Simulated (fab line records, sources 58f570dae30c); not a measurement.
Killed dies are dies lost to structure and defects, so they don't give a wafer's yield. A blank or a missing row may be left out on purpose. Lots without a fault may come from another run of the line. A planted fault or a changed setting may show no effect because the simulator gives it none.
fab line records | flow berkeley_cmos170
record lots=5 wafers=23
route steps=331 shown V2@306 M3@327
start_h: hours from the record's first day to the start of the lot's first wafer shown | wait_h: hours since the lot's step before | " the same as in the row above | L1.1+2: a row that stands for several wafers | - no value, or no start given | * or withheld: withheld | < > ~ a bound
route shown NAME@n: a module of which the file shows steps, and the number in the route of the first | usual: mean/standard deviation of fault-free wafers | same: alike in all rows | chamber/n: place in a boat | sites: the reading at each site | _std_site: their standard deviation | _edge_site: outer sites' mean less inner sites' | radius_mm: how far each site lies from the wafer's centre | mask NAME#n: copy n | behind: the tool/chamber that last shaped the wafer | hold: why the lot was held/for how many hours/how that ended | device: the transistor (n, p or np) that didn't switch | end of line: the same wafers' tests at the end of the route | a step without rows: its recipe alone | killed: dies lost to structure and defects at the first sort, not the wafer's yield | map: a wafer's dies, x killed, . not, _ none there
set.NAME: the setting as run; set.NAME@STEP: as run at that earlier step | model.NAME: the simulator's own value behind a step, which no gauge read
lots whose settings were changed on purpose; a table a step, a row a wafer
## steps
# step UCB170_V2_ETCH_14
# recipe chemistry=CHF3/CF4/Ar target=SiO2 stop_on=Al CHF3_flow_sccm=45 cf4_flow_sccm=15 Ar_flow_sccm=150 pressure_mtorr=200 rf_w=700 target_depth_a=12500 over_etch_frac=0.25 time_s=291
# columns lot.wafer tool chamber start_h wait_h set.rf_w set.leave_above_ref_nm@V2_CMP_02 model.V2.feature_depth_nm model.etch.depth_nm
L078.1 rie_diel-02 0 177.89 0.0 700 1000 998.4 998.4
L078.2 " 3 " " 700 1000 998.4 998.3
L078.4 " 0 " " 700 1000 999.3 999.3
L079.2 rie_diel-04 1 194.83 0.0 700 1000 999.9 999.8
L079.3 " 3 " " 643.3 1000 1001 1001
L079.4 " 0 " " 700 1000 1002 1002
L079.5 " 3 " " 643.3 1000 1000 1000
L079.6 " 0 " " 700 1000 1001 1001
L081.1 rie_diel-03 2 202.62 0.0 700 1000 1003 1003
L081.2 " 0 " " 661.2 1000 1002 1002
L081.4 " 1 " " 700 1000 1002 1002
L081.5 " 1 " " 661.2 1000 1001 1001
L081.6 " 0 " " 661.2 1000 999.3 999.3
L082.2 rie_diel-04 0 203.12 0.0 670.7 1040 1041 -
L082.3 " 2 " " 700 1000 998.6 -
L082.4 " 3 " " 700 1040 1041 -
L082.5 " 2 " " 700 1000 1001 1000
L082.6 " 3 " " 670.7 1040 1040 1040
L084.1 rie_diel-02 2 211.54 0.0 643.5 1000 1001 1001
L084.2 " 1 " " 643.5 1000 1002 1002
L084.3 " 0 " " 700 1057 1057 1057
L084.4 " 3 " " 700 1000 1001 1001
L084.6 " 0 " " 643.5 1057 1058 1058
# step UCB170_M3_METAL_ETCH_18
# recipe chemistry=Cl2/BCl3 target=Al stop_on=SiO2 pressure_mtorr=12 target_depth_a=11700 over_etch_frac=0.3 time_s=195 icp_w=600 bias_w=120 Cl2_flow_sccm=90 bcl3_flow_sccm=45
# columns lot.wafer tool chamber start_h wait_h set.icp_w
L078.1+2+4 rie_metal-04 0,1,1 180.38 - 600
L079.2+5+6 rie_metal-04 0,1,0 197.70 - 643.6
L079.3+4 " 0,1 " " 600
L081.1+2+4+5+6 rie_metal-04 0,1,0,1,0 206.79 - 600
L082.2+3+5 rie_metal-02 1 207.13 - 600
L082.4+6 " 1 " " 636.9
L084.1+2+3+4+6 rie_metal-02 1 214.63 - 600
# step UCB170_M3_STRIP_19
# recipe chemistry=O2 power_w=400 pressure_mtorr=3500 platen_temp_c=withheld o2_flow_sccm=400 overash_fraction=0.5
# usual oes_product_au=0.540/0.016
# columns lot.wafer tool chamber start_h wait_h set.icp_w@M3_METAL_ETCH_18 oes_product_au
L078.1 plasma_asher-02 0 180.57 0.1 600 0.517
L078.2 " 1 " " 600 0.525
L078.4 " 1 " " 600 0.538
L079.2 plasma_asher-04 0 197.89 0.1 643.6 0.509
L079.3 " 0 " " 600 0.537
L079.4 " 1 " " 600 0.540
L079.5 " 0 " " 643.6 0.486
L079.6 " 1 " " 643.6 0.489
L081.1 plasma_asher-04 0 206.98 0.1 600 0.531
L081.2 " 1 " " 600 0.536
L081.4 " 0 " " 600 0.536
L081.5 " 0 " " 600 0.537
L081.6 " 1 " " 600 0.544
L082.2 plasma_asher-02 0 207.44 0.2 600 0.545
L082.3 " 1 " " 600 0.539
L082.4 " 0 " " 636.9 0.510
L082.5 " 1 " " 600 0.534
L082.6 " 0 " " 636.9 0.500
L084.1 plasma_asher-04 1 215.01 0.3 600 0.530
L084.2 " 0 " " 600 0.526
L084.3 " 0 " " 600 0.536
L084.4 " 1 " " 600 0.520
L084.6 " 1 " " 600 0.529
## key
split step=UCB170_V2_ETCH_14 setting=rf_w stated=700 by=wafer
response none clear
split step=UCB170_M3_METAL_ETCH_18 setting=icp_w stated=600 by=wafer
response step=UCB170_M3_STRIP_19 reading=oes_product_au change=-0.00583 per=1% r=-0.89
split outside_this_file step=UCB170_V2_CMP_02 setting=leave_above_ref_nm
# split outside_this_file: this setting was split too, and the file shows its column; the key of that split is in another file
